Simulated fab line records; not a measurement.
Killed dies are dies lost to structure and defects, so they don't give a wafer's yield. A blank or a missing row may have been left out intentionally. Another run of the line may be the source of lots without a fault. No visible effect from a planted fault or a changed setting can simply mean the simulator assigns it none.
A struck lot beside a sound one :: flow berkeleyCmos170 :: 15 steps out of a route of 331
Sound: the wafers L206.1, L206.3, L206.4. Struck: wafer L217.1 (left out: L217.4, L217.5 of the same lot, which were not struck); the cause appears at the end.
For every step that has rows: the tool of each side, followed by ch and its chambers, followed by its first start. Under that, the readings that differ: sound wafers :: struck wafers :: difference of the means :: sigmas: that difference in standard deviations of wafers without a fault.
alike: readings with means less than 2 such deviations apart, plus words and numbers identical on both sides. not compared: withheld readings, readings lacking a value on some wafer, bounds such as >300 that could conceal the same value, and numbers that have no deviation in the record and whose values overlap.
A row with sigmas, a row that says differs or no value, or rows on one side alone: a step with any of these is where the two part. Numbers that have no deviation but don't overlap get no sigmas and don't part them. A reading that every wafer of one side lacks parts them only if that side has two wafers or more.

UCB170_SPACER_THK_MEAS_01:
  struck on filmMetro-03, day 9 16:08; sound on filmMetro-04, day 7 20:52
  alike: SPACER_TEOS_THK
then, 1 step without rows for these wafers: UCB170_SPACER_ANNEAL_02 (time 1800 s).
UCB170_SPACER_ETCHBACK_03: etches SiO2 in CHF3/CF4/Ar, stops on Si, target depth 376 nm, time 100 s.
  sound on rieDiel-01 ch 1,2,3, day 8 03:04; struck on rieDiel-04 ch 1, day 9 19:14
  alike: cf4FlowSccm, drypumpMotorCurrentA, oesProductAu, throttleValvePct
  not compared: rfHoursCounterH
then, 6 steps without rows for these wafers: UCB170_PSD_HMDS_00 (prime time 60 s); UCB170_PSD_COAT_01 (resist thk 900 nm); UCB170_PSD_SOFTBAKE_02 (time 60 s); UCB170_PSD_EXPOSE_03 (exposes mask PSELECT MOD, target cd 1200 nm); UCB170_PSD_PEB_04; UCB170_PSD_DEVELOP_05 (develop time 45 s).
UCB170_PSD_CD_MEAS_06: the cd target is 1200 nm.
  struck on cdSem-02, day 9 20:52; sound on cdSem-02, day 8 05:35
  alike: cdNm
UCB170_PSD_OVL_MEAS_07:
  struck on overlay-02, day 9 20:59; sound on overlay-01, day 8 05:42
  alike: PSD_OVL
after that, 1 step had no rows for these wafers: UCB170_PSD_IMPLANT_08.
UCB170_PSD_STRIP_09: strips in O2.
  sound on plasmaAsher-03 ch 0,1, day 8 05:53; struck on plasmaAsher-03 ch 0, day 9 21:10
reading: chamberPressureMTorr (mTorr)
sound: 3503 3499 3502
struck: 4201
difference: +700
sigmas: +79
  alike: drypumpMotorCurrentA, oesProductAu, stripTimeToEndpointS
  not compared: rfHoursCounterH
UCB170_PSD_TW_MEAS_10:
  struck on filmMetro-03, day 9 21:16; sound on filmMetro-02, day 8 05:59
  alike: PSD_TW
after that, 1 step had no rows for these wafers: UCB170_M3_PROBE_99.

== WHERE THEY PART ==
Within this record, at UCB170_PSD_STRIP_09 only. Later steps at which nothing parts them and some readings are alike: UCB170_PSD_TW_MEAS_10.

WHY: what the simulator had put in
plasmaAsher-03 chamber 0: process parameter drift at UCB170_PSD_STRIP_09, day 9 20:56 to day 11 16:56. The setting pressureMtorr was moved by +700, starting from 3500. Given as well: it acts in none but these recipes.
